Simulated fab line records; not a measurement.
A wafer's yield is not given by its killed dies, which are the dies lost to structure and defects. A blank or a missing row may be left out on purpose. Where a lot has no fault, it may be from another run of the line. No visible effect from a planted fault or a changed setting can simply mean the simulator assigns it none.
A lot that was struck, set against a sound lot / flow berkeley-cmos170 / 16 steps out of a route of 331
Sound: wafers L550.2, L550.3, L550.4. Struck: wafers L555.4, L555.5, L555.6. At the end, the cause is stated.
For every step that has rows: the tool of each side, followed by ch and its chambers, followed by its first start. Under that, the readings that differ: sound wafers / struck wafers / difference of the means / sigmas: that difference in standard deviations of wafers without a fault.
alike: readings with means less than 2 such deviations apart, plus words and numbers identical on both sides. not compared: withheld readings, readings lacking a value on some wafer, bounds such as >300 that could conceal the same value, and numbers that have no deviation in the record and whose values overlap.
The two part at a step that has a row with sigmas, a row that says differs or no value, or rows on one side only. Non-overlapping numbers with no deviation appear without sigmas and do not part them. Lack of a reading on every wafer of one side parts them only where that side has two or more wafers.

first, 3 steps without rows for these wafers: UCB170_PWELL_EXPOSE_10 (exposes mask PWELL, target cd 3000 nm); UCB170_PWELL_PEB_11; UCB170_PWELL_DEVELOP_12 (develop time 45 s).
UCB170_PWELL_OVL_MEAS_13:
  sound on overlay-01, day 4 05:15; struck on overlay-02, day 5 10:28
  alike: PWELL_OVL
UCB170_PWELL_ETCH_14: etches Si3N4 in CH3F/Ar/O2, stops on SiO2, target depth 242 nm, time 151 s.
  sound on rie-diel-02 ch 1,3, day 4 05:17; struck on rie-diel-02 ch 2,3, day 5 10:29
  alike: drypump-motor-current-A, mfc-ar-sccm, oes-product-au, throttle-valve-pct
  not compared: rf-hours-counter-h
next, for these wafers, 1 step has no rows: UCB170_PWELL_IMPLANT_15.
UCB170_PWELL_STRIP_16: strips in O2.
  sound on plasma-asher-02 ch 0,1, day 4 05:32; struck on plasma-asher-02 ch 0,1, day 5 10:46
  alike: drypump-motor-current-A, oes-product-au, strip-time-to-endpoint-s
  not compared: rf-hours-counter-h
UCB170_PWELL_TW_MEAS_17:
  sound on film-metro-02, day 4 05:38; struck on film-metro-02, day 5 10:52
  alike: PWELL_TW
then, 4 steps without rows for these wafers: UCB170_PWELL_CLEAN_18 (cleans in SPM, time 600 s); UCB170_PWELL_WET_ETCH_19 (etches Si3N4 in H3PO4, time 14400 s); UCB170_PWELL_WET_ETCH_20 (etches SiO2 in BOE, time 22 s); UCB170_WELLDRIVE_CLEAN_00 (cleans in SPM, time 600 s).
UCB170_WELLDRIVE_OXIDATION_01: target thk 199 nm, ox time 9000 s.
  sound on furnace-04 ch 0, day 4 14:47; struck on furnace-01 ch 0, day 5 23:57
UCB170_WELLDRIVE_THK_MEAS_02:
  sound on film-metro-04, day 4 18:18; struck on film-metro-02, day 6 03:29
reading=WELLDRIVE_OXIDE_THK (nm); sound=207 207 209; struck=308 307 309; difference=+100; sigmas=+26
then, 1 step without rows for these wafers: UCB170_WELLDRIVE_ANNEAL_03 (time 900 s).
UCB170_M3_PROBE_99:
  the record has rows for the sound wafers here (prober-01, day 9 12:33) and none for the struck ones

WHERE THEY PART
First at UCB170_WELLDRIVE_THK_MEAS_02; last, within this record, at UCB170_M3_PROBE_99.

WHY: what had been put in by the simulator
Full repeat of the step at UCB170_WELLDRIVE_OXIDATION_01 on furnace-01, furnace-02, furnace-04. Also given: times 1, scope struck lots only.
